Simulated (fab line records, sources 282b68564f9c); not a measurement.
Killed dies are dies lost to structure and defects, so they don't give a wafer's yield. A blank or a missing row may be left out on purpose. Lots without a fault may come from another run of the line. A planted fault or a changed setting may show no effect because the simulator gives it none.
A struck lot beside a sound one | flow rit_cmos | 44 steps out of a route of 202
Sound: wafers L998.2, L998.4, L998.6. Struck: wafers L994.1, L994.3, L994.4. The cause comes at the end.
At each step with rows: each side's tool, then ch and its chambers, then its first start. Under that, the readings that differ: sound wafers | struck wafers | difference of the means | sigmas: that difference in standard deviations of wafers without a fault.
alike: readings whose means differ by less than 2 such deviations, and words and numbers that are the same on both sides. not compared: withheld readings, readings that some wafer has no value for, bounds like >300 that may hide the same value, and numbers for which the record gives no deviation and whose values overlap.
The two part at a step that has a row with sigmas, a row that says differs or no value, or rows on one side only. Numbers that don't overlap but have no deviation are shown without sigmas and don't part them. A reading that every wafer of one side lacks parts them only if that side has two wafers or more.

first, 3 steps without rows for these wafers: RIT_REOX_CLEAN_01 (cleans in dHF, time 30 s); RIT_REOX_CLEAN_02 (cleans in SC2, time 600 s); RIT_REOX_OXIDATION_03 (target thk 25.2 nm, ox time 5580 s).
RIT_REOX_THK_MEAS_04:
  sound on film_metro-01, day 5 22:28; struck on film_metro-04, day 5 04:13
  alike: REOX_OXIDE_THK
then, 6 steps without rows for these wafers: RIT_NLDD_HMDS_00 (prime time 60 s); RIT_NLDD_COAT_01 (resist thk 1000 nm); RIT_NLDD_SOFTBAKE_02 (time 60 s); RIT_NLDD_EXPOSE_03 (exposes mask M7, target cd 40700 nm); RIT_NLDD_PEB_04; RIT_NLDD_DEVELOP_05 (develop time 50 s).
RIT_NLDD_OVL_MEAS_06:
  sound on overlay-02, day 5 23:29; struck on overlay-01, day 5 05:22
  alike: NLDD_OVL
then, 1 step without rows for these wafers: RIT_NLDD_HARDBAKE_07 (time 60 s).
RIT_NLDD_IMPLANT_08:
  sound on implanter-04 ch 0, day 5 23:42; struck on implanter-01 ch 0, day 5 05:33
  reading            | sound                         | struck                       | difference | sigmas
  dose_ions_cm2      | 4.998e+14 5.002e+14 5.002e+14 | 5.46e+14 5.465e+14 5.466e+14 | +4.63e+13  | +87
  faraday_current_uA | 1626 1556 1564                | 1722 1704 1749               | +143       | +5
RIT_NLDD_STRIP_09: strips in O2, time 180 s.
  sound on plasma_asher-03 ch 0,1, day 5 23:49; struck on plasma_asher-04 ch 0,1, day 5 05:42
  alike: drypump_motor_current_A, o2_flow_sccm
  not compared: rf_hours_counter_h
RIT_NLDD_TW_MEAS_10:
  sound on film_metro-01, day 6 00:01; struck on film_metro-04, day 5 05:52
  reading | sound          | struck         | difference | sigmas
  NLDD_TW | 2482 2463 2481 | 2559 2586 2570 | +96        | +5
then, 6 steps without rows for these wafers: RIT_PLDD_HMDS_00 (prime time 60 s); RIT_PLDD_COAT_01 (resist thk 1000 nm); RIT_PLDD_SOFTBAKE_02 (time 60 s); RIT_PLDD_EXPOSE_03 (exposes mask M8, target cd 40900 nm); RIT_PLDD_PEB_04; RIT_PLDD_DEVELOP_05 (develop time 50 s).
RIT_PLDD_OVL_MEAS_06:
  sound on overlay-02, day 6 00:58; struck on overlay-01, day 5 06:47
  alike: PLDD_OVL
then, 2 steps without rows for these wafers: RIT_PLDD_HARDBAKE_07 (time 60 s); RIT_PLDD_IMPLANT_08.
RIT_PLDD_STRIP_09: strips in O2, time 180 s.
  sound on plasma_asher-04 ch 0, day 6 01:18; struck on plasma_asher-04 ch 0,1, day 5 07:07
  alike: drypump_motor_current_A, o2_flow_sccm
  not compared: rf_hours_counter_h
RIT_PLDD_TW_MEAS_10:
  sound on film_metro-04, day 6 01:29; struck on film_metro-01, day 5 07:18
  reading | sound          | struck         | difference | sigmas
  PLDD_TW | 2346 2352 2348 | 2308 2305 2311 | -41        | -2
then, 4 steps without rows for these wafers: RIT_SPACER_CLEAN_00 (cleans in SC1, time 600 s); RIT_SPACER_CLEAN_01 (cleans in dHF, time 30 s); RIT_SPACER_CLEAN_02 (cleans in SC2, time 600 s); RIT_SPACER_CVD_03 (deposits Si3N4 from SiH2Cl2/NH3, target thk 250 nm, time 3300 s).
RIT_SPACER_THK_MEAS_04:
  sound on film_metro-03, day 6 04:54; struck on film_metro-02, day 5 09:38
  alike: SPACER_NITRIDE_THK
RIT_SPACER_ETCHBACK_05: etches Si3N4 in SF6/CHF3, stops on SiO2, target depth 250 nm, time 240 s.
  sound on rie_diel-03 ch 0,2,3, day 6 04:57; struck on rie_diel-01 ch 2,3, day 5 09:42
  alike: drypump_motor_current_A, oes_product_au, throttle_valve_pct
  not compared: rf_hours_counter_h
then, 6 steps without rows for these wafers: RIT_NSD_HMDS_00 (prime time 60 s); RIT_NSD_COAT_01 (resist thk 1000 nm); RIT_NSD_SOFTBAKE_02 (time 60 s); RIT_NSD_EXPOSE_03 (exposes mask M9, target cd 40700 nm); RIT_NSD_PEB_04; RIT_NSD_DEVELOP_05 (develop time 50 s).
RIT_NSD_OVL_MEAS_06:
  sound on overlay-01, day 6 05:58; struck on overlay-02, day 5 10:42
  alike: NSD_OVL
then, 2 steps without rows for these wafers: RIT_NSD_HARDBAKE_07 (time 60 s); RIT_NSD_IMPLANT_08.
RIT_NSD_STRIP_09: strips in O2, time 180 s.
  sound on plasma_asher-02 ch 0,1, day 6 06:17; struck on plasma_asher-04 ch 0,1, day 5 11:02
  reading             | sound          | struck         | difference | sigmas
  o2_flow_sccm (sccm) | 3973 4007 3998 | 4013 4041 4004 | +27        | +2
  alike: drypump_motor_current_A
  not compared: rf_hours_counter_h
RIT_SDANNEAL_RS_MEAS_07: measures by four-point-probe.
  sound on film_metro-04, day 6 08:47; struck on film_metro-04, day 5 13:31
  reading          | sound             | struck            | difference | sigmas
  NLDD_RS (ohm/sq) | 150.9 151.0 151.0 | 140.7 140.6 140.7 | -10.3      | -24
RIT_M1_PROBE_99:
  sound on prober-01, day 6 16:05; struck on prober-01, day 5 20:32
  reading                               | sound                | struck               | difference | sigmas
  model.etest.nldd.rs_ohm_sq            | 365.5 367 369.3      | 334.2 333.3 340.1    | -31.4      |
  model.etest.nmos_turned.drive_ua_um   | 345.7 352.3 341.5    | 369.3 361.7 358.6    | +16.7      |
  model.etest.nldd.line_ohm_um          | 116 115.3 114.6      | 106.3 106.7 107.6    | -8.4       |
  model.etest.nmos_turned.overlap_ff_um | 0.3753 0.377 0.3765  | 0.3941 0.3936 0.3896 | +0.0162    |
  model.etest.nmos_0p15.overlap_ff_um   | 0.2528 0.2537 0.2505 | 0.2666 0.2676 0.2636 | +0.0136    |
  alike: killed_at_contacts, killed_at_front_end, killed_dies, killed_open, killed_short

WHERE THEY PART
First at RIT_NLDD_IMPLANT_08; last, within this record, at RIT_SDANNEAL_RS_MEAS_07. Later steps at which nothing parts them and some readings are alike: RIT_M1_PROBE_99.

WHY: what the simulator had put in
Process parameter drift: implanter-01, from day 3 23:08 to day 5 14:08, at RIT_NLDD_IMPLANT_08. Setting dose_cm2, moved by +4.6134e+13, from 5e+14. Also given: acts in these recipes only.
